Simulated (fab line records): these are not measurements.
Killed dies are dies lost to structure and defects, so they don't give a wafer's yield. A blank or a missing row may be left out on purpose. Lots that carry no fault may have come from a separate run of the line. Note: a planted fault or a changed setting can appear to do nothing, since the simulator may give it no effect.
A lot that was struck, set against a sound lot | flow berkeleyCmos170 | 14 steps out of a route of 331
Sound: these wafers, L823.3, L823.4, L823.5. Struck: wafers L828.1, L828.4, L828.5. The cause is named last.
Order at every step that has rows: each side's tool, ch and its chambers, its first start. Under that, the readings that differ: sound wafers | struck wafers | difference of the means | sigmas: that difference in standard deviations of wafers without a fault.
alike: readings with means less than 2 such deviations apart, plus words and numbers identical on both sides. not compared: withheld readings, readings lacking a value on some wafer, bounds such as >300 that could conceal the same value, and numbers that have no deviation in the record and whose values overlap.
Wherever a step has rows on one side only, a row that says differs or no value, or a row with sigmas, the two part there. Numbers that have no deviation but don't overlap get no sigmas and don't part them. A reading that every wafer of one side lacks parts them only if that side has two wafers or more.

UCB170_M2_STRIP_07: strips in O2.
  sound on plasmaAsher-02 ch 0,1, day 9 23:29; struck on plasmaAsher-03 ch 0,1, day 10 17:13
  alike: chamberPressureMTorr, drypumpMotorCurrentA, oesProductAu, stripTimeToEndpointS
  not compared: rfHoursCounterH
then, 7 steps without rows for these wafers: UCB170_M2_STRIP_08 (strips KrF in DMSO, time 600 s); UCB170_M2_COAT_09; UCB170_M2_COAT_10 (resist thk 900 nm); UCB170_M2_SOFTBAKE_11 (time 60 s); UCB170_M2_EXPOSE_12 (exposes mask METAL2, target cd 700 nm); UCB170_M2_PEB_13; UCB170_M2_DEVELOP_14 (develop time 45 s).
UCB170_M2_CD_MEAS_15 targets a cd of 700 nm.
  struck on cdSem-02, day 10 19:18; sound on cdSem-02, day 10 01:01
  alike: cdNm
UCB170_M2_OVL_MEAS_16:
  struck on overlay-02, day 10 19:25; sound on overlay-02, day 10 01:07
reading     | sound | struck   | difference | sigmas
M2_OVL (nm) | 9 3 6 | -8 -7 -1 | -11        | -2
UCB170_M2_ETCH_17: etches BARC in N2/H2.
  sound on rieDiel-02 ch 1,3, day 10 01:08; struck on rieDiel-03 ch 0,1,3, day 10 19:28
  alike: drypumpMotorCurrentA, oesProductAu, throttleValvePct
UCB170_M2_METAL_ETCH_18: etches Al in Cl2/BCl3, stops on SiO2, target depth 1170 nm, time 195 s.
  sound on rieMetal-01 ch 0,1, day 10 01:14; struck on rieMetal-01 ch 0,1, day 10 19:30
  alike: drypumpMotorCurrentA, oesProductAu, throttleValvePct
  not compared: rfHoursCounterH
UCB170_M2_STRIP_19: strips in O2.
  sound on plasmaAsher-03 ch 0,1, day 10 01:23; struck on plasmaAsher-03 ch 1, day 10 19:41
  no value came back on the struck wafers for chamberPressureMTorr (mTorr), drypumpMotorCurrentA (A), oesProductAu (a.u.); on the sound wafers chamberPressureMTorr (mTorr) reads 3503 3502 3500
reading                            | sound | struck            | difference | sigmas
model.KrF_of_M2_COAT_10.thkNm (nm) | 0 0 0 | 210.6 222.4 205.3 | +212.8     | 
  not compared: rfHoursCounterH
UCB170_M2_CD_MEAS_90 targets a cd of 700 nm.
  struck on cdSem-02, day 10 19:49; sound on cdSem-01, day 10 01:30
  alike: cdNm

## WHERE THEY PART
Last at UCB170_M2_STRIP_19 as far as this record goes, first at UCB170_M2_OVL_MEAS_16. Later steps at which nothing parts them and some readings are alike: UCB170_M2_CD_MEAS_90.

WHY: the cause the simulator had injected
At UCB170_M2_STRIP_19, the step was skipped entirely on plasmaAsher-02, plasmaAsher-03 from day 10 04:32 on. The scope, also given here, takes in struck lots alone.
